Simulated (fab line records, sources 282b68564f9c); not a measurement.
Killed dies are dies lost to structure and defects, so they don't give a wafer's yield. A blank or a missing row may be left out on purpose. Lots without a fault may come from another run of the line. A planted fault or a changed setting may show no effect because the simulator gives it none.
fab line records | flow rit_cmos | part 1 of 2: steps 1 to 29 of 39
record lots=5 wafers=15 last_day=7
route steps=202 shown REOX@102 NLDD@103 PLDD@114 SPACER@125 NSD@131
lots that met no fault: from a run of the same line without faults
start_h: hours from the record's first day to the start of the lot's first wafer shown | wait_h: hours since the lot's step before | " the same as in the row above | L1.1+2: a row that stands for several wafers | - no value, or no start given | * or withheld: withheld | < > ~ a bound
route shown NAME@n: a module of which the file shows steps, and the number in the route of the first | usual: mean/standard deviation of fault-free wafers | same: alike in all rows | chamber/n: place in a boat | sites: the reading at each site | _std_site: their standard deviation | _edge_site: outer sites' mean less inner sites' | radius_mm: how far each site lies from the wafer's centre | mask NAME#n: copy n | behind: the tool/chamber that last shaped the wafer | hold: why the lot was held/for how many hours/how that ended | device: the transistor (n, p or np) that didn't switch | end of line: the same wafers' tests at the end of the route | a step without rows: its recipe alone | killed: dies lost to structure and defects at the first sort, not the wafer's yield | map: a wafer's dies, x killed, . not, _ none there
set.NAME: the setting as run; set.NAME@STEP: as run at that earlier step | model.NAME: the simulator's own value behind a step, which no gauge read
lots at some steps of the route; a table a step, a row a wafer
services: from which hour (start_h, from the record's first day; less than 0 if before it) a tool's chamber was out of use, for how many hours, and why
## steps
# step RIT_REOX_THK_MEAS_04
# recipe reads=SiO2_of_REOX_OXIDATION_03
# usual REOX_OXIDE_THK=25.3/0.52
# columns lot.wafer tool chamber start_h wait_h REOX_OXIDE_THK[nm]
L074.1 film_metro-01 - 46.82 0.0 25.0
L074.2 " - " " 25.2
L074.3 " - " " 25.4
L088.2 film_metro-04 - 115.69 0.0 24.6
L088.5 " - " " 24.8
L088.6 " - " " 24.4
L092.1 film_metro-02 - 136.42 0.0 25.2
L092.2 " - " " 25.4
L092.5 " - " " 24.8
L096.2 film_metro-02 - 151.98 0.0 25.3
L096.4 " - " " 24.7
L096.5 " - " " 24.7
L097.1 film_metro-04 - 160.75 0.0 25.0
L097.3 " - " " 24.8
L097.4 " - " " 25.2
# step RIT_NLDD_HMDS_00
# recipe prime_time_s=60 prime_temp_c=140
# usual prime_temp_c=140.00/0.15 resist_line_temp_C=22.99/0.093
# same prime_time_s=60
# columns lot.wafer tool chamber start_h wait_h prime_temp_c resist_line_temp_C
L074.1 litho_track-01 0 46.90 0.1 139.89 22.97
L074.2 " 0 " " 139.94 23.00
L074.3 " 0 " " 140.02 23.06
L088.2 litho_track-01 0 115.76 0.1 140.26 23.02
L088.5 " 0 " " 140.32 23.18
L088.6 " 0 " " 140.04 23.10
L092.1 litho_track-01 0 136.48 0.1 140.00 22.98
L092.2 " 0 " " 139.83 22.97
L092.5 " 0 " " 139.97 23.07
L096.2 litho_track-03 0 152.05 0.1 139.91 22.86
L096.4 " 0 " " 140.06 23.00
L096.5 " 0 " " 139.77 22.99
L097.1 litho_track-03 0 160.81 0.1 140.09 22.86
L097.3 " 0 " " 139.86 22.73
L097.4 " 0 " " 139.84 22.78
# step RIT_NLDD_COAT_01
# recipe resist=NOVOLAK spin_rpm=3250 resist_thk_nm=1000
# usual resist_line_temp_C=23.01/0.088
# columns lot.wafer tool chamber start_h wait_h resist_line_temp_C
L074.1 litho_track-01 0 47.05 0.1 22.96
L074.2 " 0 " " 22.97
L074.3 " 0 " " 22.95
L088.2 litho_track-01 0 115.91 0.1 23.14
L088.5 " 0 " " 23.00
L088.6 " 0 " " 23.06
L092.1 litho_track-01 0 136.63 0.1 22.86
L092.2 " 0 " " 23.05
L092.5 " 0 " " 23.10
L096.2 litho_track-03 0 152.20 0.1 22.95
L096.4 " 0 " " 23.12
L096.5 " 0 " " 23.00
L097.1 litho_track-03 0 160.96 0.1 23.10
L097.3 " 0 " " 22.92
L097.4 " 0 " " 23.10
# step RIT_NLDD_SOFTBAKE_02
# recipe resist=NOVOLAK temp_c=90 time_s=60
# usual resist_line_temp_C=23.00/0.11
# columns lot.wafer tool chamber start_h wait_h resist_line_temp_C
L074.1 litho_track-01 0 47.20 0.1 22.94
L074.2 " 0 " " 23.10
L074.3 " 0 " " 23.03
L088.2 litho_track-01 0 116.06 0.1 23.13
L088.5 " 0 " " 23.27
L088.6 " 0 " " 23.28
L092.1 litho_track-01 0 136.78 0.1 23.04
L092.2 " 0 " " 23.06
L092.5 " 0 " " 23.18
L096.2 litho_track-03 0 152.35 0.1 22.99
L096.4 " 0 " " 23.12
L096.5 " 0 " " 22.95
L097.1 litho_track-03 0 161.11 0.1 22.87
L097.3 " 0 " " 22.98
L097.4 " 0 " " 22.83
# step RIT_NLDD_EXPOSE_03
# recipe mask_id=M7 na=0.57 target_cd_nm=40700 dose_mj=250
# same na=0.57
# columns lot.wafer tool chamber start_h wait_h mask
L074.1+2+3 iline_stepper-01 0 47.35 0.1 M7#0
L088.2+5+6 iline_stepper-01 0 116.21 0.1 M7#0
L092.1+2+5 iline_stepper-01 0 137.06 0.2 M7#0
L096.2+4+5 iline_stepper-01 0 152.50 0.1 M7#0
L097.1+3+4 iline_stepper-01 0 161.26 0.1 M7#0
# step RIT_NLDD_PEB_04
# recipe resist=NOVOLAK temp_c=withheld time_s=withheld
# usual resist_line_temp_C=*
# columns lot.wafer tool chamber start_h wait_h resist_line_temp_C
L074.1 litho_track-01 0 47.46 0.1 *
L074.2 " 0 " " *
L074.3 " 0 " " *
L088.2 litho_track-01 0 116.33 0.1 *
L088.5 " 0 " " *
L088.6 " 0 " " *
L092.1 litho_track-03 0 137.17 0.1 *
L092.2 " 0 " " *
L092.5 " 0 " " *
L096.2 litho_track-03 0 152.62 0.1 *
L096.4 " 0 " " *
L096.5 " 0 " " *
L097.1 litho_track-01 0 161.38 0.1 *
L097.3 " 0 " " *
L097.4 " 0 " " *
# step RIT_NLDD_DEVELOP_05
# recipe resist=NOVOLAK develop_time_s=50 dev_temp_c=23
# usual resist_line_temp_C=22.98/0.11
# columns lot.wafer tool chamber start_h wait_h resist_line_temp_C
L074.1 litho_track-01 0 - - 23.29
L074.2 " 0 " " 23.14
L074.3 " 0 " " 22.95
L088.2 litho_track-01 0 - - 22.82
L088.5 " 0 " " 22.79
L088.6 " 0 " " 22.91
L092.1 litho_track-03 0 - - 23.04
L092.2 " 0 " " 23.06
L092.5 " 0 " " 22.92
L096.2 litho_track-03 0 - - 22.95
L096.4 " 0 " " 23.13
L096.5 " 0 " " 23.05
L097.1 litho_track-01 0 - - 22.83
L097.3 " 0 " " 23.11
L097.4 " 0 " " 23.29
# step RIT_NLDD_OVL_MEAS_06
# usual NLDD_OVL=0.5/1.5
# columns lot.wafer tool chamber start_h wait_h NLDD_OVL[nm]
L074.1 overlay-01 - 47.75 - 0.6
L074.2 " - " " 2.2
L074.3 " - " " 0.0
L088.2 overlay-02 - 116.60 - -0.2
L088.5 " - " " -0.2
L088.6 " - " " -1.0
L092.1 overlay-02 - 137.46 - 1.0
L092.2 " - " " 0.6
L092.5 " - " " 2.0
L096.2 overlay-01 - 152.88 - -1.2
L096.4 " - " " -0.6
L096.5 " - " " -1.6
L097.1 overlay-01 - 161.66 - 1.8
L097.3 " - " " 0.9
L097.4 " - " " -1.5
# step RIT_NLDD_HARDBAKE_07
# recipe resist=NOVOLAK temp_c=140 time_s=60
# usual resist_line_temp_C=23.00/0.11
# columns lot.wafer tool chamber start_h wait_h resist_line_temp_C
L074.1 litho_track-03 0 47.78 0.0 22.86
L074.2 " 0 " " 22.99
L074.3 " 0 " " 23.02
L088.2 litho_track-01 0 116.65 0.0 23.13
L088.5 " 0 " " 22.95
L088.6 " 0 " " 23.09
L092.1 litho_track-03 0 137.49 0.0 23.05
L092.2 " 0 " " 23.05
L092.5 " 0 " " 23.08
L096.2 litho_track-01 0 152.94 0.0 22.77
L096.4 " 0 " " 22.98
L096.5 " 0 " " 22.94
L097.1 litho_track-01 0 161.70 0.0 22.81
L097.3 " 0 " " 22.91
L097.4 " 0 " " 22.98
# step RIT_NLDD_IMPLANT_08
# recipe species=P energy_kev=20 dose_cm2=5e+14 tilt_deg=7
# columns lot.wafer tool chamber start_h wait_h
L074.1+2+3 implanter-03 0 47.93 0.1
L088.2+5+6 implanter-03 0 116.80 0.1
L092.1+2+5 implanter-03 0 137.64 0.1
L096.2+4+5 implanter-04 0 153.09 0.1
L097.1+3+4 implanter-02 0 161.85 0.1
# step RIT_NLDD_STRIP_09
# recipe chemistry=O2 time_s=180 resist=NOVOLAK platen_temp_c=withheld power_w=500 pressure_mtorr=4000 o2_flow_sccm=4000
# usual drypump_motor_current_A=5.4/0.58 o2_flow_sccm=4000/12
# columns lot.wafer tool chamber start_h wait_h drypump_motor_current_A o2_flow_sccm rf_hours_counter_h
L074.1 plasma_asher-03 1 48.08 0.1 5.4 3997 45
L074.2 " 0 " " 5.8 4003 45
L074.3 " 1 " " 5.4 4001 -
L088.2 plasma_asher-04 1 116.93 0.1 5.2 4001 55
L088.5 " 0 " " 4.8 3987 -
L088.6 " 1 " " 5.1 3999 -
L092.1 plasma_asher-04 1 137.79 0.1 5.2 3996 57
L092.2 " 0 " " 4.8 3993 57
L092.5 " 0 " " 4.8 3997 -
L096.2 plasma_asher-02 1 153.21 0.1 5.0 4008 34
L096.4 " 1 " " 4.9 4013 -
L096.5 " 0 " " 6.5 3992 -
L097.1 plasma_asher-04 1 162.00 0.1 5.2 4006 61
L097.3 " 0 " " 4.8 3984 -
L097.4 " 1 " " 5.2 3999 -
# step RIT_NLDD_TW_MEAS_10
# usual NLDD_TW=2479/10
# columns lot.wafer tool chamber start_h wait_h NLDD_TW
L074.1 film_metro-03 - 48.26 0.1 2475
L074.2 " - " " 2480
L074.3 " - " " 2471
L088.2 film_metro-03 - 117.11 0.1 2470
L088.5 " - " " 2480
L088.6 " - " " 2473
L092.1 film_metro-01 - 137.97 0.1 2488
L092.2 " - " " 2483
L092.5 " - " " 2479
L096.2 film_metro-03 - 153.40 0.1 2476
L096.4 " - " " 2479
L096.5 " - " " 2480
L097.1 film_metro-02 - 162.17 0.1 2485
L097.3 " - " " 2474
L097.4 " - " " 2476
# step RIT_PLDD_HMDS_00
# recipe prime_time_s=60 prime_temp_c=140
# usual prime_temp_c=139.97/0.14 resist_line_temp_C=23.00/0.095
# same prime_time_s=60
# columns lot.wafer tool chamber start_h wait_h prime_temp_c resist_line_temp_C
L074.1 litho_track-02 0 48.32 0.1 139.76 23.22
L074.2 " 0 " " 139.93 22.98
L074.3 " 0 " " 140.11 23.16
L088.2 litho_track-01 0 117.19 0.1 139.86 22.99
L088.5 " 0 " " 139.97 22.95
L088.6 " 0 " " 140.14 23.05
L092.1 litho_track-01 0 138.03 0.1 139.87 22.98
L092.2 " 0 " " 139.75 23.01
L092.5 " 0 " " 139.89 23.08
L096.2 litho_track-02 0 153.47 0.1 140.12 22.97
L096.4 " 0 " " 140.13 23.01
L096.5 " 0 " " 140.14 23.04
L097.1 litho_track-01 0 162.23 0.1 139.90 22.85
L097.3 " 0 " " 139.95 23.17
L097.4 " 0 " " 140.08 22.84
# step RIT_PLDD_COAT_01
# recipe resist=NOVOLAK spin_rpm=3250 resist_thk_nm=1000
# usual resist_line_temp_C=23.00/0.1
# columns lot.wafer tool chamber start_h wait_h resist_line_temp_C
L074.1 litho_track-02 0 48.47 0.1 22.95
L074.2 " 0 " " 23.13
L074.3 " 0 " " 22.94
L088.2 litho_track-01 0 117.34 0.1 23.06
L088.5 " 0 " " 22.97
L088.6 " 0 " " 23.01
L092.1 litho_track-01 0 138.18 0.1 23.08
L092.2 " 0 " " 23.10
L092.5 " 0 " " 22.92
L096.2 litho_track-02 0 153.62 0.1 23.04
L096.4 " 0 " " 23.03
L096.5 " 0 " " 23.14
L097.1 litho_track-01 0 162.38 0.1 23.04
L097.3 " 0 " " 23.07
L097.4 " 0 " " 23.07
# step RIT_PLDD_SOFTBAKE_02
# recipe resist=NOVOLAK temp_c=90 time_s=60
# usual resist_line_temp_C=23.01/0.12
# columns lot.wafer tool chamber start_h wait_h resist_line_temp_C
L074.1 litho_track-02 0 48.62 0.1 23.16
L074.2 " 0 " " 23.06
L074.3 " 0 " " 23.07
L088.2 litho_track-01 0 117.49 0.1 23.19
L088.5 " 0 " " 23.26
L088.6 " 0 " " 23.08
L092.1 litho_track-01 0 138.33 0.1 22.95
L092.2 " 0 " " 22.97
L092.5 " 0 " " 22.74
L096.2 litho_track-02 0 153.77 0.1 22.94
L096.4 " 0 " " 23.09
L096.5 " 0 " " 22.94
L097.1 litho_track-01 0 162.53 0.1 23.01
L097.3 " 0 " " 22.96
L097.4 " 0 " " 22.85
# step RIT_PLDD_EXPOSE_03
# recipe mask_id=M8 na=0.57 target_cd_nm=40900 dose_mj=250
# same na=0.57
# columns lot.wafer tool chamber start_h wait_h mask
L074.1+2+3 iline_stepper-02 0 48.77 0.1 M8#0
L088.2+5+6 iline_stepper-01 0 117.63 0.1 M8#0
L092.1+2+5 iline_stepper-01 0 138.60 0.2 M8#0
L096.2+4+5 iline_stepper-01 0 153.92 0.1 M8#0
L097.1+3+4 iline_stepper-01 0 162.68 0.1 M8#0
# step RIT_PLDD_PEB_04
# recipe resist=NOVOLAK temp_c=withheld time_s=withheld
# usual resist_line_temp_C=*
# columns lot.wafer tool chamber start_h wait_h resist_line_temp_C
L074.1 litho_track-04 0 48.88 0.1 *
L074.2 " 0 " " *
L074.3 " 0 " " *
L088.2 litho_track-02 0 117.75 0.1 *
L088.5 " 0 " " *
L088.6 " 0 " " *
L092.1 litho_track-04 0 138.72 0.1 *
L092.2 " 0 " " *
L092.5 " 0 " " *
L096.2 litho_track-01 0 154.04 0.1 *
L096.4 " 0 " " *
L096.5 " 0 " " *
L097.1 litho_track-02 0 162.80 0.1 *
L097.3 " 0 " " *
L097.4 " 0 " " *
# step RIT_PLDD_DEVELOP_05
# recipe resist=NOVOLAK develop_time_s=50 dev_temp_c=23
# usual resist_line_temp_C=22.99/0.1
# columns lot.wafer tool chamber start_h wait_h resist_line_temp_C
L074.1 litho_track-04 0 - - 22.93
L074.2 " 0 " " 22.88
L074.3 " 0 " " 22.92
L088.2 litho_track-02 0 - - 23.21
L088.5 " 0 " " 23.01
L088.6 " 0 " " 23.19
L092.1 litho_track-04 0 - - 22.84
L092.2 " 0 " " 22.93
L092.5 " 0 " " 22.95
L096.2 litho_track-01 0 - - 22.95
L096.4 " 0 " " 22.93
L096.5 " 0 " " 23.04
L097.1 litho_track-02 0 - - 23.10
L097.3 " 0 " " 23.09
L097.4 " 0 " " 23.11
# step RIT_PLDD_OVL_MEAS_06
# usual PLDD_OVL=0.6/1.5
# columns lot.wafer tool chamber start_h wait_h PLDD_OVL[nm]
L074.1 overlay-01 - 49.17 - -0.1
L074.2 " - " " -1.0
L074.3 " - " " -0.3
L088.2 overlay-02 - 118.02 - 1.5
L088.5 " - " " 2.0
L088.6 " - " " 3.6
L092.1 overlay-01 - 139.00 - 1.2
L092.2 " - " " 1.3
L092.5 " - " " 2.7
L096.2 overlay-01 - 154.30 - -2.0
L096.4 " - " " 1.1
L096.5 " - " " 0.3
L097.1 overlay-01 - 163.08 - 2.0
L097.3 " - " " 3.5
L097.4 " - " " 2.4
# step RIT_PLDD_HARDBAKE_07
# recipe resist=NOVOLAK temp_c=140 time_s=60
# usual resist_line_temp_C=23.01/0.1
# columns lot.wafer tool chamber start_h wait_h resist_line_temp_C
L074.1 litho_track-02 0 49.20 0.0 23.00
L074.2 " 0 " " 23.08
L074.3 " 0 " " 23.06
L088.2 litho_track-04 0 118.07 0.0 22.93
L088.5 " 0 " " 23.04
L088.6 " 0 " " 22.99
L092.1 litho_track-02 0 139.04 0.0 22.93
L092.2 " 0 " " 22.96
L092.5 " 0 " " 23.18
L096.2 litho_track-02 0 154.36 0.0 22.88
L096.4 " 0 " " 22.89
L096.5 " 0 " " 22.83
L097.1 litho_track-04 0 163.12 0.0 22.98
L097.3 " 0 " " 22.93
L097.4 " 0 " " 23.16
# step RIT_PLDD_IMPLANT_08
# recipe species=BF2 energy_kev=20 dose_cm2=9e+14 tilt_deg=7
# columns lot.wafer tool chamber start_h wait_h
L074.1+2+3 implanter-04 0 49.35 0.1
L088.2+5+6 implanter-03 0 118.22 0.1
L092.1+2+5 implanter-01 0 139.19 0.1
L096.2+4+5 implanter-03 0 154.51 0.1
L097.1+3+4 implanter-04 0 163.27 0.1
# step RIT_PLDD_STRIP_09
# recipe chemistry=O2 time_s=180 resist=NOVOLAK platen_temp_c=withheld power_w=500 pressure_mtorr=4000 o2_flow_sccm=4000
# usual drypump_motor_current_A=5.1/0.36 o2_flow_sccm=4000/13
# columns lot.wafer tool chamber start_h wait_h drypump_motor_current_A o2_flow_sccm rf_hours_counter_h
L074.1 plasma_asher-04 0 49.50 0.1 4.8 4018 47
L074.2 " 1 " " 5.2 4004 47
L074.3 " 1 " " 5.2 4011 -
L088.2 plasma_asher-04 1 118.35 0.1 5.2 4002 55
L088.5 " 0 " " 4.8 4007 -
L088.6 " 1 " " 5.2 4010 -
L092.1 plasma_asher-01 0 139.34 0.1 5.3 3999 2
L092.2 " 1 " " 4.7 4008 2
L092.5 " 1 " " 4.7 4010 -
L096.2 plasma_asher-01 1 154.63 0.1 4.7 3988 5
L096.4 " 1 " " 4.7 3986 -
L096.5 " 0 " " 5.3 3994 -
L097.1 plasma_asher-01 1 163.42 0.1 4.7 3983 6
L097.3 " 1 " " 4.7 3976 -
L097.4 " 0 " " 5.3 4016 -
# step RIT_PLDD_TW_MEAS_10
# usual PLDD_TW=2337/10
# columns lot.wafer tool chamber start_h wait_h PLDD_TW
L074.1 film_metro-02 - 49.68 0.1 2306
L074.2 " - " " 2318
L074.3 " - " " 2333
L088.2 film_metro-02 - 118.53 0.1 2343
L088.5 " - " " 2343
L088.6 " - " " 2335
L092.1 film_metro-03 - 139.51 0.1 2345
L092.2 " - " " 2333
L092.5 " - " " 2344
L096.2 film_metro-02 - 154.82 0.1 2334
L096.4 " - " " 2340
L096.5 " - " " 2347
L097.1 film_metro-02 - 163.59 0.1 2333
L097.3 " - " " 2347
L097.4 " - " " 2332
# step RIT_SPACER_CLEAN_00
# recipe chemistry=SC1 mix=3:3:50 time_s=600 temp_c=75
# columns lot.wafer tool chamber start_h wait_h
L074.1+2+3 wet_bench-01 1 49.74 0.1
L088.2+5+6 wet_bench-02 3 118.58 0.0
L092.1+2+5 wet_bench-02 2 139.57 0.1
L096.2+4+5 wet_bench-02 3 154.87 0.0
L097.1+3+4 wet_bench-02 2 163.65 0.1
# step RIT_SPACER_CLEAN_01
# recipe chemistry=dHF dilution=50:1 time_s=30
# columns lot.wafer tool chamber start_h wait_h
L074.1+2+3 wet_bench-03 0 49.91 0.0
L088.2+5+6 wet_bench-03 3 118.76 0.0
L092.1+2+5 wet_bench-01 1 139.75 0.0
L096.2+4+5 wet_bench-03 0 155.04 0.0
L097.1+3+4 wet_bench-01 2 163.83 0.0
# step RIT_SPACER_CLEAN_02
# recipe chemistry=SC2 mix=3:3:50 time_s=600 temp_c=75 dry=n2_spin
# columns lot.wafer tool chamber start_h wait_h
L074.1+2+3 wet_bench-02 3 49.93 0.0
L088.2+5+6 wet_bench-01 1 118.77 0.0
L092.1+2+5 wet_bench-03 3 139.76 0.0
L096.2+4+5 wet_bench-02 0 155.06 0.0
L097.1+3+4 wet_bench-02 3 163.84 0.0
# step RIT_SPACER_CVD_03
# recipe material=Si3N4 target_thk_nm=250 temp_c=810 precursor=SiH2Cl2/NH3 time_s=3300 pressure_mtorr=300 sih2cl2_flow_sccm=60 nh3_flow_sccm=150
# columns lot.wafer tool chamber start_h wait_h
L074.1+2+3 lpcvd-02 1 50.12 0.0
L088.2+5+6 lpcvd-02 1 119.12 0.0
L092.1+2+5 lpcvd-01 1 139.96 0.0
L096.2+4+5 lpcvd-02 1 156.11 0.9
L097.1+3+4 lpcvd-01 1 164.02 0.0
# step RIT_SPACER_THK_MEAS_04
# recipe reads=Si3N4_of_SPACER_CVD_03
# usual SPACER_NITRIDE_THK=249.4/1.8
# columns lot.wafer tool chamber start_h wait_h SPACER_NITRIDE_THK[nm]
L074.1 film_metro-04 - 52.04 0.0 250.9
L074.2 " - " " 250.4
L074.3 " - " " 251.9
L088.2 film_metro-04 - 122.01 0.0 251.3
L088.5 " - " " 250.7
L088.6 " - " " 250.5
L092.1 film_metro-04 - 141.87 0.0 248.7
L092.2 " - " " 248.2
L092.5 " - " " 249.5
L096.2 film_metro-04 - 159.00 0.0 251.4
L096.4 " - " " 250.1
L096.5 " - " " 249.2
L097.1 film_metro-02 - 165.94 0.0 252.2
L097.3 " - " " 250.4
L097.4 " - " " 249.6
# step RIT_SPACER_ETCHBACK_05
# recipe target_depth_a=2500 SF6_flow_sccm=30 CHF3_flow_sccm=30 target=Si3N4 chemistry=SF6/CHF3 pressure_mtorr=40 rf_w=250 time_s=240 stop_on=SiO2
# usual drypump_motor_current_A=5.7/0.57 oes_product_au=0.846/0.016 throttle_valve_pct=10.21/0.16
# columns lot.wafer tool chamber start_h wait_h drypump_motor_current_A oes_product_au rf_hours_counter_h throttle_valve_pct
L074.1 rie_diel-01 2 52.10 0.1 5.3 0.857 131 10.03
L074.2 " 3 " " 5.3 0.844 4 10.51
L074.3 " 0 " " 6.3 0.870 85 10.20
L088.2 rie_diel-02 3 122.06 0.0 6.0 0.876 95 10.43
L088.5 " 2 " " 5.0 0.854 - 10.09
L088.6 " 1 " " 5.7 0.832 - 10.34
L092.1 rie_diel-02 0 141.93 0.1 5.2 0.853 54 10.12
L092.2 " 2 " " 5.0 0.841 99 10.09
L092.5 " 0 " " 5.2 0.855 - 10.12
L096.2 rie_diel-03 2 159.05 0.0 6.5 0.842 7 10.36
L096.4 " 0 " " 5.2 0.854 24 10.17
L096.5 " 1 " " 5.3 0.838 - 10.14
L097.1 rie_diel-01 2 166.00 0.1 5.3 0.873 133 10.03
L097.3 " 0 " " 6.3 0.871 88 10.18
L097.4 " 2 " " 5.2 0.848 - 10.03
